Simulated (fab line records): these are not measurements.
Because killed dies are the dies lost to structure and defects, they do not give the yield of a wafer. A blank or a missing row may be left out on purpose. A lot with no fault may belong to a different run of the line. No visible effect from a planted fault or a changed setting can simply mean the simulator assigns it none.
Comparing a struck lot with a sound one | flow berkeley-cmos170 | 14 steps out of a route of 331
Sound: wafers L395.2, L395.4, L395.6. The struck wafers were L387.3, L387.4, L387.5. Last of all comes the cause.
Each step with rows lists, per side, the tool, then ch with its chambers, then its first start. Under that, the readings that differ: sound wafers | struck wafers | difference of the means | sigmas: that difference in standard deviations of wafers without a fault.
alike: readings with means less than 2 such deviations apart, plus words and numbers identical on both sides. not compared: withheld readings, readings lacking a value on some wafer, bounds such as >300 that could conceal the same value, and numbers that have no deviation in the record and whose values overlap.
Wherever a step has rows on one side only, a row that says differs or no value, or a row with sigmas, the two part there. Numbers that have no deviation but don't overlap get no sigmas and don't part them. A reading that every wafer of one side lacks parts them only if that side has two wafers or more.

UCB170_V2_BOW_MEAS_03:
  struck on film-metro-02, day 11 06:13; sound on film-metro-04, day 12 17:15
  alike: V2_BOW
UCB170_V2_THK_MEAS_04:
  struck on film-metro-02, day 11 06:19; sound on film-metro-04, day 12 17:22
  alike: V2_POLISHED_THK
then, 7 steps without rows for these wafers: UCB170_V2_CLEAN_05 (cleans in DIW); UCB170_V2_HMDS_06 (prime time 60 s); UCB170_V2_COAT_07 (resist thk 900 nm); UCB170_V2_SOFTBAKE_08 (time 60 s); UCB170_V2_EXPOSE_09 (exposes mask VIA2, target cd 700 nm); UCB170_V2_PEB_10; UCB170_V2_DEVELOP_11 (develop time 45 s).
UCB170_V2_CD_MEAS_12: target cd 700 nm.
  struck on cd-sem-02, day 11 10:12; sound on cd-sem-01, day 12 19:49
  alike: cd-nm
UCB170_V2_OVL_MEAS_13:
  struck on overlay-01, day 11 10:17; sound on overlay-01, day 12 19:57
  alike: V2_OVL
UCB170_V2_ETCH_14: etches SiO2 in CHF3/CF4/Ar, stops on Al, target depth 1250 nm, time 291 s.
  sound on rie-diel-01 ch 1,3, day 12 19:59; struck on rie-diel-03 ch 1,3, day 11 10:19
  alike: chamber-pressure-mTorr, drypump-motor-current-A, oes-product-au, throttle-valve-pct
  not compared: rf-hours-counter-h
UCB170_V2_STRIP_15: strips in O2.
  sound on plasma-asher-04 ch 0,1, day 12 20:10; struck on plasma-asher-04 ch 0,1, day 11 10:32
  no value came back on the struck wafers for chamber-pressure-mTorr (mTorr), drypump-motor-current-A (A), oes-product-au (a.u.), strip-time-to-endpoint-s (s); on the sound wafers chamber-pressure-mTorr (mTorr) reads 3500 3501 3500
  reading                             | sound | struck            | difference | sigmas
  model.KrF_of_V2_COAT_07.thk-nm (nm) | 0 0 0 | 615.2 610.5 614.2 | +613.3     |
  not compared: rf-hours-counter-h
UCB170_V2_CD_MEAS_90: target cd 700 nm.
  struck on cd-sem-01, day 11 10:38; sound on cd-sem-02, day 12 20:17
  alike: cd-nm

WHERE THEY PART
Only at UCB170_V2_STRIP_15, as far as this record shows. Later steps at which nothing parts them and some readings are alike: UCB170_V2_CD_MEAS_90.

WHY: whatever the simulator had introduced
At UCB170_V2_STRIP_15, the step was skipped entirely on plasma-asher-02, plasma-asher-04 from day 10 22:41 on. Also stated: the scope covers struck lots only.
